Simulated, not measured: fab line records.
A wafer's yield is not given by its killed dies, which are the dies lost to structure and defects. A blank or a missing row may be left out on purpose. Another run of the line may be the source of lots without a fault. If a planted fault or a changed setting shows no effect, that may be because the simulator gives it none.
Tool commonality check -- flow berkeley-cmos170 -- Sampled: 14 lots, 42 wafers

## THE REASON FOR OPENING IT
UCB170_M1_RS_MEAS_01, reading M1_AL_RS: flagged on 2 of 14 lots. Fault-free wafers read 0.0484 ohm/sq, with a standard deviation of 0.00058.
Rule: a lot is flagged in two cases, either no wafer of it has a number, or all its wafers with numbers fall more than 4 standard deviations from that mean. As for the other lots, they are considered sound.

lot,measured,on,"M1_AL_RS (ohm/sq), wafer by wafer",flag
L302,day 8 03:05,film-metro-03,0.0481 0.0480 0.0489,
L304,day 8 19:14,film-metro-04,0.0475 0.0469 0.0466,
L305,day 8 19:46,film-metro-03,0.0237 0.0239 0.0240,FLAGGED
L309,day 9 11:59,film-metro-03,0.0482 0.0483 0.0484,
L308,day 9 13:03,film-metro-01,0.0241 0.0237 0.0241,FLAGGED
L315,day 10 22:50,film-metro-04,0.0488 0.0483 0.0491,
L316,day 11 05:45,film-metro-01,0.0486 0.0481 0.0489,
L318,day 11 21:53,film-metro-01,0.0485 0.0488 0.0479,
L319,day 11 22:26,film-metro-01,0.0492 0.0487 0.0484,
L322,day 12 11:26,film-metro-04,0.0474 0.0480 0.0480,
L320,day 12 11:36,film-metro-01,0.0481 0.0485 0.0482,
L323,day 12 11:46,film-metro-04,0.0491 0.0489 0.0490,
L324,day 12 12:53,film-metro-03,0.0481 0.0486 0.0486,
L325,day 12 14:58,film-metro-01,0.0490 0.0490 0.0492,
The numbers of the flagged lots are 0.0239 ohm/sq on average: -0.0245 ohm/sq against the usual, or -42 standard deviations.

## EACH LOT AND THE TOOL IT RAN ON
The record keeps 1 process step preceding the reading, out of 331 steps on the route. Every cell lists first the tool, next ch and the chambers used by the sampled wafers, and last the start.
lot,flag,UCB170_M1_SPUTTER_00
L302,,"pvd-sputter-01, day 8 03:02"
L304,,"pvd-sputter-04, day 8 19:10"
L305,FLAGGED,"pvd-sputter-03, day 8 19:27"
L309,,"pvd-sputter-04, day 9 11:54"
L308,FLAGGED,"pvd-sputter-03, day 9 12:46"
L315,,"pvd-sputter-01, day 10 22:46"
L316,,"pvd-sputter-04, day 11 05:41"
L318,,"pvd-sputter-01, day 11 21:47"
L319,,"pvd-sputter-03, day 11 22:20"
L322,,"pvd-sputter-01, day 12 11:20"
L320,,"pvd-sputter-04, day 12 11:31"
L323,,"pvd-sputter-03, day 12 11:43"
L324,,"pvd-sputter-01, day 12 12:49"
L325,,"pvd-sputter-04, day 12 14:54"
What the steps here do:
- UCB170_M1_SPUTTER_00: material Al, target thk 600 nm, time 80 s.
- UCB170_M1_RS_MEAS_01: measures by four-point-probe.

## FLAGGED OVER TOTAL, TOOL BY TOOL (the gauges that took the reading come last)
step,tool,lots run,flagged,share of the flagged lots,sound lots run after its first flagged lot
UCB170_M1_SPUTTER_00,pvd-sputter-01,5,0,none,-
UCB170_M1_SPUTTER_00,pvd-sputter-03,4,2,all,"2 (L319,L323)"
UCB170_M1_SPUTTER_00,pvd-sputter-04,5,0,none,-
UCB170_M1_RS_MEAS_01,film-metro-01,6,1,some,"5 (L316,L318,L319,L320,L325)"
UCB170_M1_RS_MEAS_01,film-metro-03,4,1,some,"2 (L309,L324)"
UCB170_M1_RS_MEAS_01,film-metro-04,4,0,none,-

## THE TABLE: WHAT IT ALLOWS
1 row of the table ran every flagged lot: pvd-sputter-03 at UCB170_M1_SPUTTER_00.
- pvd-sputter-03 at UCB170_M1_SPUTTER_00 ran 4 lots, 2 of them flagged. Lots that were sound ran on it after the first flagged one (L319, L323); a persistent fault on the entire tool would not allow that.
There is no row in the table that ran each flagged lot and no sound lot after the first.

## WHAT THE SIMULATOR HAD PUT IN
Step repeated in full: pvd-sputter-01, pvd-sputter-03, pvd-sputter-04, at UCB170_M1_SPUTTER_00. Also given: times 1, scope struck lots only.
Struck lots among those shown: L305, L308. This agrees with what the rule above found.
